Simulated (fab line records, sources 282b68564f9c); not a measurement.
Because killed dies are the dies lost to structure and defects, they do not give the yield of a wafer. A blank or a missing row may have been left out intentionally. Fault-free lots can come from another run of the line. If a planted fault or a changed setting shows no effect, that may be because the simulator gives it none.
Comparing a struck lot with a sound one | flow ritCmos | 28 steps out of a route of 202
Sound: the wafers L432.1, L432.4, L432.6. Struck: wafer L439.4. (L439.5, L439.6 of the same lot were not struck and are left out.) The cause comes at the end.
At each step with rows: each side's tool, then ch and its chambers, then its first start. Under that, the readings that differ: sound wafers | struck wafers | difference of the means | sigmas: that difference in standard deviations of wafers without a fault.
alike: same words and numbers on both sides, and readings whose means sit less than 2 such deviations apart. not compared: any withheld reading, any reading some wafer has no value for, any bound like >300 that may hide the same value, and any number with overlapping values for which the record gives no deviation.
The two part at a step that has a row with sigmas, a row that says differs or no value, or rows on one side only. When numbers do not overlap yet have no deviation, they are printed without sigmas and do not part them. Lack of a reading on every wafer of one side parts them only where that side has two or more wafers.

RIT_SDANNEAL_RTA_03: time 5 s.
  sound on rtpAnneal-01 ch 0, day 3 17:03; struck on rtpAnneal-01 ch 0, day 5 04:55
reading          | sound                | struck | difference | sigmas
wafer_temp_C_max | 1051.5 1053.3 1052.4 | 1055.5 | +3.1       | +3
RIT_SDANNEAL_RS_MEAS_04: the measuring method here is four-point-probe.
  struck on filmMetro-01, day 5 05:01; sound on filmMetro-04, day 3 17:07
  alike: PSD_RS
RIT_SDANNEAL_RS_MEAS_05: the measuring method here is four-point-probe.
  struck on filmMetro-01, day 5 05:08; sound on filmMetro-04, day 3 17:14
  alike: NSD_RS
RIT_SDANNEAL_RS_MEAS_06: the measuring method here is four-point-probe.
  struck on filmMetro-01, day 5 05:15; sound on filmMetro-04, day 3 17:21
  alike: PLDD_RS
RIT_SDANNEAL_RS_MEAS_07: the measuring method here is four-point-probe.
  struck on filmMetro-01, day 5 05:22; sound on filmMetro-04, day 3 17:28
  alike: NLDD_RS
then, 1 step without rows for these wafers: RIT_SILICIDE_WET_ETCH_00 (etches SiO2 in BOE, target depth 14 nm, time 15 s).
RIT_SILICIDE_SPUTTER_01: material Ti, target thk 30 nm, time 240 s.
  struck on pvdSputter-02, day 5 05:26; sound on pvdSputter-04, day 3 17:36
  alike: cathodeDcPowerW, chamberPressurePa, throttleValvePct
RIT_SILICIDE_RS_MEAS_02: the measuring method here is four-point-probe.
  struck on filmMetro-02, day 5 05:39; sound on filmMetro-03, day 3 17:45
  alike: SILICIDE_TI_RS
RIT_SILICIDE_THK_MEAS_03: measures by xrf.
  struck on filmMetro-02, day 5 05:44; sound on filmMetro-03, day 3 17:52
  alike: SILICIDE_TI_THK
RIT_SILICIDE_RTA_04: time 10 s, ramp up 5 s, ramp down 5 s.
  sound on rtpAnneal-02 ch 0, day 3 17:56; struck on rtpAnneal-01 ch 0, day 5 05:49
  alike: wafer_temp_C_max
then, 1 step without rows for these wafers: RIT_SILICIDE_WET_ETCH_05 (etches Ti in SPM, time 120 s).
RIT_SILICIDE_RTA_06: time 10 s, ramp up 5 s, ramp down 10 s.
  sound on rtpAnneal-01 ch 0, day 3 18:03; struck on rtpAnneal-01 ch 0, day 5 05:55
  alike: wafer_temp_C_max
RIT_CONTACT_CVD_00: deposits SiO2 from TEOS, target thk 400 nm, time 61 s.
  sound on pecvd-03 ch 0,1,2, day 3 18:07; struck on pecvd-02 ch 2, day 5 05:58
reading                                 | sound             | struck | difference | sigmas
runLengthS (s)                          | 90.1 90.0 89.8    | 117.4  | +27.4      | +45
model.SiO2_of_CONTACT_CVD_00.thkNm (nm) | 400.3 405.8 408.4 | 600    | +195       | 
  alike: heaterPowerW
RIT_CONTACT_THK_MEAS_01:
  struck on filmMetro-04, day 5 06:02; sound on filmMetro-04, day 3 18:10
reading               | sound       | struck | difference | sigmas
CONTACT_TEOS_THK (nm) | 401 406 408 | 600    | +195       | +40
then, 6 steps without rows for these wafers: RIT_CONTACT_HMDS_02 (prime time 60 s); RIT_CONTACT_COAT_03 (resist thk 1000 nm); RIT_CONTACT_SOFTBAKE_04 (time 60 s); RIT_CONTACT_EXPOSE_05 (exposes mask M11, target cd 1000 nm); RIT_CONTACT_PEB_06; RIT_CONTACT_DEVELOP_07 (develop time 120 s).
RIT_CONTACT_CD_MEAS_08: target cd 1000 nm.
  struck on cdSem-02, day 5 07:08; sound on cdSem-01, day 3 19:19
  alike: cdNm
RIT_CONTACT_OVL_MEAS_09:
  struck on overlay-02, day 5 07:12; sound on overlay-02, day 3 19:26
  alike: CONTACT_OVL
then, 1 step without rows for these wafers: RIT_CONTACT_HARDBAKE_10 (time 60 s).
RIT_CONTACT_ETCH_11: etches SiO2 in CHF3/CF4/Ar, stops on TiSi2, target depth 480 nm, time 320 s.
  sound on rieDiel-04 ch 1,2,3, day 3 19:37; struck on rieDiel-04 ch 3, day 5 07:28
reading                           | sound             | struck | difference | sigmas
model.CONTACT.featureDepthNm (nm) | 400.3 405.8 408.4 | 483.8  | +79.0      | 
model.etch.depthNm (nm)           | 400.3 405.8 408.4 | 483.8  | +79.0      | 
  alike: drypumpMotorCurrentA, oesProductAu, throttleValvePct
  not compared: rfHoursCounterH
RIT_CONTACT_STRIP_12: strips in O2, time 180 s.
  sound on plasmaAsher-02 ch 0,1, day 3 19:49; struck on plasmaAsher-02 ch 0, day 5 07:43
  alike: drypumpMotorCurrentA
  not compared: rfHoursCounterH
RIT_CONTACT_CD_MEAS_90: target cd 1000 nm.
  struck on cdSem-02, day 5 07:54; sound on cdSem-02, day 3 19:59
  alike: cdNm
RIT_CONTACT_CLEAN_13: cleans in SC1, time 600 s.
  sound on wetBench-01 ch 3, day 3 20:07; struck on wetBench-01 ch 2, day 5 07:58
reading                                 | sound             | struck | difference | sigmas
model.SiO2_of_CONTACT_CVD_00.thkNm (nm) | 396.2 401.8 404.3 | 595.8  | +195.0     | 
then, 1 step without rows for these wafers: RIT_CONTACT_CLEAN_14 (cleans in SC2, time 600 s).

## WHERE THEY PART
Earliest at RIT_SDANNEAL_RTA_03; latest, in this record, at RIT_CONTACT_THK_MEAS_01. Later steps at which nothing parts them and some readings are alike: RIT_CONTACT_CD_MEAS_08, RIT_CONTACT_OVL_MEAS_09, RIT_CONTACT_ETCH_11, RIT_CONTACT_STRIP_12, RIT_CONTACT_CD_MEAS_90.

WHY: what had been put in by the simulator
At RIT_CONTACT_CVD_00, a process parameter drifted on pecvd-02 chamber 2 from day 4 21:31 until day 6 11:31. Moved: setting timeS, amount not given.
